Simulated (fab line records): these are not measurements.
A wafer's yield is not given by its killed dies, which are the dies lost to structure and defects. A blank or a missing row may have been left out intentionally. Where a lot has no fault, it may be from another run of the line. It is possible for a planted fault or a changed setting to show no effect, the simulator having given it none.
Which of the tools did it? -- flow berkeley-cmos170 -- 16 lots, 48 wafers sampled, at 6 steps of a route of 331

## WHAT THE GAUGES READ, wafer by wafer
UCB170_V2_THK_MEAS_01.
lot,measured,on,V2_TEOS_THK (nm)
L927,day 9 04:05,film-metro-02,1994 1957 2063
L926,day 9 04:29,film-metro-03,1958 1987 1986
L928,day 9 10:26,film-metro-01,1974 1976 2026
L931,day 9 17:34,film-metro-02,1980 1996 1989
L929,day 9 16:11,film-metro-01,1961 2012 1959
L930,day 9 19:08,film-metro-03,1978 2000 1988
L933,day 10 05:24,film-metro-01,1965 1995 2014
L935,day 10 10:19,film-metro-03,1988 1982 1733
L934,day 10 08:57,film-metro-02,1932 1980 1971
L936,day 10 21:29,film-metro-02,1982 2020 1754
L938,day 11 07:39,film-metro-02,1741 2048 1753
L941,day 11 15:58,film-metro-03,1738 1774 2050
L940,day 11 17:13,film-metro-03,1963 1990 1981
L943,day 12 08:46,film-metro-02,1986 2004 2034
L947,day 13 08:53,film-metro-02,2006 1997 1980
L949,day 13 18:13,film-metro-03,1983 2008 1966

UCB170_V2_THK_MEAS_04.
lot,measured,on,V2_POLISHED_THK (nm)
L927,day 9 04:34,film-metro-01,998.4 999.7 998.5
L926,day 9 04:58,film-metro-03,998.5 999.4 999.3
L928,day 9 10:55,film-metro-03,998.0 997.7 997.8
L931,day 9 18:02,film-metro-03,999.1 997.5 998.5
L929,day 9 16:40,film-metro-01,999.4 999.3 998.0
L930,day 9 19:37,film-metro-01,999.1 997.8 998.4
L933,day 10 05:53,film-metro-03,998.8 997.8 998.4
L935,day 10 10:48,film-metro-02,997.8 1000.2 745.4
L934,day 10 09:26,film-metro-01,999.7 999.6 997.6
L936,day 10 21:58,film-metro-03,998.9 998.8 744.8
L938,day 11 08:08,film-metro-02,743.4 999.1 744.9
L941,day 11 16:26,film-metro-03,742.7 740.6 1001.9
L940,day 11 17:41,film-metro-03,999.0 1001.1 1000.8
L943,day 12 09:15,film-metro-01,997.5 999.3 999.4
L947,day 13 09:22,film-metro-03,998.6 1002.9 999.1
L949,day 13 18:42,film-metro-03,1000.8 999.3 1000.4

## TOOL THAT RAN EACH LOT (tool first, then ch and the chambers of the sampled wafers, then the start)
lot,UCB170_SILICIDE_RTA_04,UCB170_CONTACT_RTA_08,UCB170_M2_STRIP_07,UCB170_V2_CVD_00
L927,"rtp-anneal-02 ch 0, day 8 10:54","rtp-anneal-02 ch 0, day 8 14:24","plasma-asher-01 ch 0,1, day 9 01:57","pecvd-01 ch 0,1, day 9 03:56"
L926,"rtp-anneal-02 ch 0, day 8 11:24","rtp-anneal-02 ch 0, day 8 14:37","plasma-asher-04 ch 0,1, day 9 02:17","pecvd-03 ch 0,1,2, day 9 04:20"
L928,"rtp-anneal-02 ch 0, day 8 14:59","rtp-anneal-02 ch 0, day 8 20:56","plasma-asher-03 ch 0,1, day 9 07:51","pecvd-04 ch 1,2, day 9 10:16"
L931,"rtp-anneal-02 ch 0, day 9 01:18","rtp-anneal-02 ch 0, day 9 05:28","plasma-asher-04 ch 0,1, day 9 15:28","pecvd-04 ch 0,1,2, day 9 17:24"
L929,"rtp-anneal-02 ch 0, day 9 01:39","rtp-anneal-02 ch 0, day 9 05:13","plasma-asher-04 ch 0,1, day 9 14:01","pecvd-01 ch 0,1,2, day 9 16:05"
L930,"rtp-anneal-02 ch 0, day 9 01:48","rtp-anneal-01 ch 0, day 9 06:53","plasma-asher-03 ch 0,1, day 9 17:04","pecvd-03 ch 0,1,2, day 9 18:58"
L933,"rtp-anneal-01 ch 0, day 9 15:44","rtp-anneal-02 ch 0, day 9 18:37","plasma-asher-01 ch 0,1, day 10 03:19","pecvd-03 ch 0,1,2, day 10 05:14"
L935,"rtp-anneal-02 ch 0, day 9 15:47","rtp-anneal-02 ch 0, day 9 21:34","plasma-asher-03 ch 0,1, day 10 08:04","pecvd-03 ch 0,1,2, day 10 10:10"
L934,"rtp-anneal-01 ch 0, day 9 15:56","rtp-anneal-01 ch 0, day 9 21:25","plasma-asher-04 ch 0,1, day 10 06:23","pecvd-04 ch 0,1, day 10 08:47"
L936,"rtp-anneal-02 ch 0, day 10 02:32","rtp-anneal-02 ch 0, day 10 05:56","plasma-asher-01 ch 1, day 10 15:38","pecvd-03 ch 0,2, day 10 21:20"
L938,"rtp-anneal-01 ch 0, day 10 13:58","rtp-anneal-01 ch 0, day 10 19:00","plasma-asher-04 ch 0,1, day 11 05:09","pecvd-03 ch 0,2, day 11 07:29"
L941,"rtp-anneal-01 ch 0, day 10 22:25","rtp-anneal-02 ch 0, day 11 03:26","plasma-asher-04 ch 0,1, day 11 12:42","pecvd-03 ch 0,2, day 11 15:48"
L940,"rtp-anneal-02 ch 0, day 10 22:27","rtp-anneal-01 ch 0, day 11 03:26","plasma-asher-01 ch 0,1, day 11 14:42","pecvd-01 ch 0,2, day 11 16:59"
L943,"rtp-anneal-01 ch 0, day 11 19:13","rtp-anneal-02 ch 0, day 11 22:21","plasma-asher-03 ch 0,1, day 12 06:29","pecvd-01 ch 0,1,2, day 12 08:37"
L947,"rtp-anneal-02 ch 0, day 12 17:20","rtp-anneal-01 ch 0, day 12 20:57","plasma-asher-03 ch 0,1, day 13 06:38","pecvd-04 ch 0,1,2, day 13 08:44"
L949,"rtp-anneal-01 ch 0, day 13 01:22","rtp-anneal-02 ch 0, day 13 06:36","plasma-asher-03 ch 0,1, day 13 15:41","pecvd-04 ch 0,1,2, day 13 18:02"
- UCB170_SILICIDE_RTA_04: time 15 s.
- UCB170_CONTACT_RTA_08: time 10 s.
- UCB170_M2_STRIP_07: strips in O2.
- UCB170_V2_CVD_00: deposits SiO2 from TEOS/O2, target thk 2000 nm, time 250 s.

## AS READ BY THE TOOLS THEMSELVES (means over the sampled wafers that have a number; for cases with no such wafer, the mark the record gives instead)
UCB170_SILICIDE_RTA_04.
lot,tool,lamp-power-pct (%),wafer_temp_C_max
L927,rtp-anneal-02,10.29,653.1
L926,rtp-anneal-02,10.30,652.7
L928,rtp-anneal-02,10.30,652.8
L931,rtp-anneal-02,10.29,653.1
L929,rtp-anneal-02,10.30,653.6
L930,rtp-anneal-02,10.29,653.3
L933,rtp-anneal-01,10.16,651.9
L935,rtp-anneal-02,10.31,653.7
L934,rtp-anneal-01,10.16,652.9
L936,rtp-anneal-02,10.30,653.1
L938,rtp-anneal-01,10.15,652.7
L941,rtp-anneal-01,10.15,652.4
L940,rtp-anneal-02,10.30,653.8
L943,rtp-anneal-01,10.16,652.3
L947,rtp-anneal-02,10.30,653.2
L949,rtp-anneal-01,10.15,652.2

UCB170_CONTACT_RTA_08.
lot,tool,lamp-power-pct (%),wafer_temp_C_max
L927,rtp-anneal-02,24.04,904.7
L926,rtp-anneal-02,24.02,904.8
L928,rtp-anneal-02,24.02,904.2
L931,rtp-anneal-02,24.02,905.2
L929,rtp-anneal-02,24.04,904.2
L930,rtp-anneal-01,23.67,903.3
L933,rtp-anneal-02,24.02,903.3
L935,rtp-anneal-02,24.02,904.6
L934,rtp-anneal-01,23.71,902.9
L936,rtp-anneal-02,24.02,904.8
L938,rtp-anneal-01,23.68,902.5
L941,rtp-anneal-02,24.00,903.6
L940,rtp-anneal-01,23.70,903.3
L943,rtp-anneal-02,24.02,904.0
L947,rtp-anneal-01,23.70,903.4
L949,rtp-anneal-02,24.02,904.2

UCB170_M2_STRIP_07.
lot,tool,drypump-motor-current-A (A),oes-product-au (a.u.),strip-time-to-endpoint-s (s)
L927,plasma-asher-01,6.1,0.734,22.03
L926,plasma-asher-04,5.8,0.733,22.02
L928,plasma-asher-03,5.4,0.735,21.90
L931,plasma-asher-04,5.8,0.737,21.98
L929,plasma-asher-04,5.8,0.736,22.00
L930,plasma-asher-03,5.4,0.734,21.98
L933,plasma-asher-01,5.8,0.735,22.01
L935,plasma-asher-03,5.4,0.739,22.08
L934,plasma-asher-04,5.8,0.737,21.91
L936,plasma-asher-01,6.2,0.736,22.03
L938,plasma-asher-04,5.8,0.739,21.98
L941,plasma-asher-04,5.8,0.730,21.88
L940,plasma-asher-01,5.8,0.735,21.95
L943,plasma-asher-03,5.4,0.733,21.95
L947,plasma-asher-03,5.4,0.733,21.85
L949,plasma-asher-03,5.3,0.734,22.00

UCB170_V2_CVD_00.
lot,tool,heater-power-w (W)
L927,pecvd-01,219
L926,pecvd-03,210
L928,pecvd-04,316
L931,pecvd-04,273
L929,pecvd-01,156
L930,pecvd-03,187
L933,pecvd-03,198
L935,pecvd-03,236
L934,pecvd-04,286
L936,pecvd-03,233
L938,pecvd-03,229
L941,pecvd-03,234
L940,pecvd-01,176
L943,pecvd-01,188
L947,pecvd-04,298
L949,pecvd-04,282

## THE ANSWER, worked out from the rows above alone
Rule: what is usual is taken from the lots themselves. The widest of any qualifying gaps counts: lots, ordered by their means at a reading, are off when they make up no more than a third of the lots, leave a main group of 4 or more, and stand apart from it by 3 or more times the standard deviation of that group's means. A main group is skipped when, at the precision printed for the reading in the tables above, its means are all equal. Also off: a lot with no number at a reading for which 4 or more lots have one. The other lots that the step has rows for count as sound. Order of review: gauges by route order, followed by the tools' own readings, for which a lot's mean as printed above is used. The first step at which some lot is off is used, and at that step the reading that is off furthest; a lot without a number counts as furthest.
Off: L935, L936, L938, L941, seen at UCB170_V2_THK_MEAS_01 (V2_TEOS_THK). The main group: mean 1987 nm, standard deviation 12.
A tool fits if, at a process step before that reading, it ran every lot that is off, and no sound lot after the first of them. The gauges at UCB170_V2_THK_MEAS_01 are tried like those tools. One fits: UCB170_V2_CVD_00 on pecvd-03. Its last sound lot is L933 (day 10 05:14), its first lot that is off L935 (day 10 10:10): a fault that began between those two fits.

## WHAT WAS PUT IN BY THE SIMULATOR
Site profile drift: pecvd-03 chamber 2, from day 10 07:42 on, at UCB170_V2_CVD_00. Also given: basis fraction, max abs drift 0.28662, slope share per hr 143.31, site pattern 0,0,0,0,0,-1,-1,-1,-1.
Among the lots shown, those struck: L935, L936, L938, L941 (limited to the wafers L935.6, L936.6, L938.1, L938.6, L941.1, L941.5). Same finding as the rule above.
